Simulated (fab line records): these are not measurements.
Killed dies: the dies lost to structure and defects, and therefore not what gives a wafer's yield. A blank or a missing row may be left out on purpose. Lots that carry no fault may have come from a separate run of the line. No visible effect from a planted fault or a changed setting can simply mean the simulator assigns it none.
What tool caused it? / flow berkeley-cmos170 / 14 lots, 42 wafers sampled, at 3 steps of a route of 331

== WHAT THE GAUGES READ, wafer by wafer ==
UCB170_NLDD_TW_MEAS_11. Usual: NLDD_TW typically reads 2202, with standard deviation 22.
lot=L276; measured=day 7 22:32; on=film-metro-04; NLDD_TW=2214 2235 2218; flag=
lot=L277; measured=day 7 22:56; on=film-metro-02; NLDD_TW=2220 2214 2233; flag=
lot=L280; measured=day 8 11:11; on=film-metro-04; NLDD_TW=2213 2207 2222; flag=
lot=L281; measured=day 8 11:55; on=film-metro-02; NLDD_TW=2450 2435 2435 2435 2450 2441; flag=OFF
lot=L279; measured=day 8 11:46; on=film-metro-04; NLDD_TW=2223 2213 2214; flag=
lot=L283; measured=day 8 23:28; on=film-metro-03; NLDD_TW=2178 2189 2180; flag=
lot=L282; measured=day 9 00:16; on=film-metro-03; NLDD_TW=2173 2175 2187; flag=
lot=L290; measured=day 10 08:46; on=film-metro-03; NLDD_TW=2408 2408 2415 2417 2422 2413; flag=OFF
lot=L293; measured=day 11 08:10; on=film-metro-03; NLDD_TW=2169 2172 2175; flag=
lot=L294; measured=day 11 09:44; on=film-metro-04; NLDD_TW=2206 2202 2218; flag=
lot=L295; measured=day 11 22:04; on=film-metro-04; NLDD_TW=2212 2203 2217; flag=
lot=L296; measured=day 11 22:23; on=film-metro-04; NLDD_TW=2200 2217 2210; flag=
lot=L297; measured=day 12 08:29; on=film-metro-03; NLDD_TW=2153 2172 2168; flag=
lot=L299; measured=day 12 21:20; on=film-metro-02; NLDD_TW=2230 2224 2229; flag=

UCB170_SDANNEAL_RS_MEAS_05: a four-point-probe measurement. Usual: NLDD_RS typically reads 618.0 ohm/sq, with standard deviation 1.2.
lot=L276; measured=day 8 15:01; on=film-metro-02; NLDD_RS (ohm/sq)=618.4 616.8 617.9; flag=
lot=L277; measured=day 8 15:10; on=film-metro-03; NLDD_RS (ohm/sq)=619.4 618.8 618.2; flag=
lot=L280; measured=day 9 01:41; on=film-metro-02; NLDD_RS (ohm/sq)=616.5 616.4 616.8; flag=
lot=L281; measured=day 9 01:28; on=film-metro-04; NLDD_RS (ohm/sq)=467.2 466.4 465.9 466.4 466.9 466.3; flag=OFF
lot=L279; measured=day 9 01:12; on=film-metro-03; NLDD_RS (ohm/sq)=619.3 620.1 616.2; flag=
lot=L283; measured=day 9 12:59; on=film-metro-04; NLDD_RS (ohm/sq)=618.6 621.2 618.5; flag=
lot=L282; measured=day 9 12:38; on=film-metro-03; NLDD_RS (ohm/sq)=620.2 620.1 620.4; flag=
lot=L290; measured=day 10 18:55; on=film-metro-02; NLDD_RS (ohm/sq)=466.1 467.9 467.0 467.8 466.1 466.9; flag=OFF
lot=L293; measured=day 11 20:14; on=film-metro-03; NLDD_RS (ohm/sq)=616.9 618.0 617.0; flag=
lot=L294; measured=day 11 20:32; on=film-metro-04; NLDD_RS (ohm/sq)=618.3 618.7 618.0; flag=
lot=L295; measured=day 12 08:29; on=film-metro-02; NLDD_RS (ohm/sq)=616.6 616.0 615.4; flag=
lot=L296; measured=day 12 08:41; on=film-metro-04; NLDD_RS (ohm/sq)=619.3 617.5 618.8; flag=
lot=L297; measured=day 12 22:10; on=film-metro-04; NLDD_RS (ohm/sq)=618.6 618.4 615.3; flag=
lot=L299; measured=day 13 09:38; on=film-metro-03; NLDD_RS (ohm/sq)=615.8 617.1 617.0; flag=

== WHICH TOOL RAN EACH LOT (tool, then ch and the chambers of the sampled wafers, then the start) ==
lot=L276; UCB170_NLDD_IMPLANT_08=implanter-04 ch 0, day 7 22:10
lot=L277; UCB170_NLDD_IMPLANT_08=implanter-02 ch 0, day 7 22:32
lot=L280; UCB170_NLDD_IMPLANT_08=implanter-02 ch 0, day 8 10:47
lot=L281; UCB170_NLDD_IMPLANT_08=implanter-04 ch 0, day 8 11:05
lot=L279; UCB170_NLDD_IMPLANT_08=implanter-04 ch 0, day 8 11:22
lot=L283; UCB170_NLDD_IMPLANT_08=implanter-04 ch 0, day 8 23:05
lot=L282; UCB170_NLDD_IMPLANT_08=implanter-01 ch 0, day 8 23:53
lot=L290; UCB170_NLDD_IMPLANT_08=implanter-04 ch 0, day 10 08:04
lot=L293; UCB170_NLDD_IMPLANT_08=implanter-04 ch 0, day 11 07:46
lot=L294; UCB170_NLDD_IMPLANT_08=implanter-01 ch 0, day 11 09:20
lot=L295; UCB170_NLDD_IMPLANT_08=implanter-04 ch 0, day 11 21:40
lot=L296; UCB170_NLDD_IMPLANT_08=implanter-02 ch 0, day 11 21:59
lot=L297; UCB170_NLDD_IMPLANT_08=implanter-02 ch 0, day 12 08:04
lot=L299; UCB170_NLDD_IMPLANT_08=implanter-04 ch 0, day 12 20:58
- UCB170_NLDD_IMPLANT_08

== WHAT THE TOOLS THEMSELVES READ (means of the sampled wafers that have a number; where no wafer has one, the mark that the record gives instead) ==
The record holds no such reading with a usual standard deviation.

== THE ANSWER, worked out from the rows above alone ==
Rule: a lot is off if the mean of its wafers that have a number lies more than 3 standard deviations from the usual mean. A lot without any number at a reading at which 4 lots or more have one is off too. Any other lot the step has rows for is counted as sound. Order of review: gauges by route order, followed by the tools' own readings, for which a lot's mean as printed above is used. At the first step where some lot is off, the reading lying furthest off is the one used; lots without a number count as furthest.
Off: at UCB170_NLDD_TW_MEAS_11 (NLDD_TW), L281, L290.
If a tool, at a process step before that reading, ran all the lots that are off and no sound lot after the first of them, it fits. The gauges at UCB170_NLDD_TW_MEAS_11 are tried like those tools. No candidate that was tried fits.

== WHAT HAD BEEN PUT IN BY THE SIMULATOR ==
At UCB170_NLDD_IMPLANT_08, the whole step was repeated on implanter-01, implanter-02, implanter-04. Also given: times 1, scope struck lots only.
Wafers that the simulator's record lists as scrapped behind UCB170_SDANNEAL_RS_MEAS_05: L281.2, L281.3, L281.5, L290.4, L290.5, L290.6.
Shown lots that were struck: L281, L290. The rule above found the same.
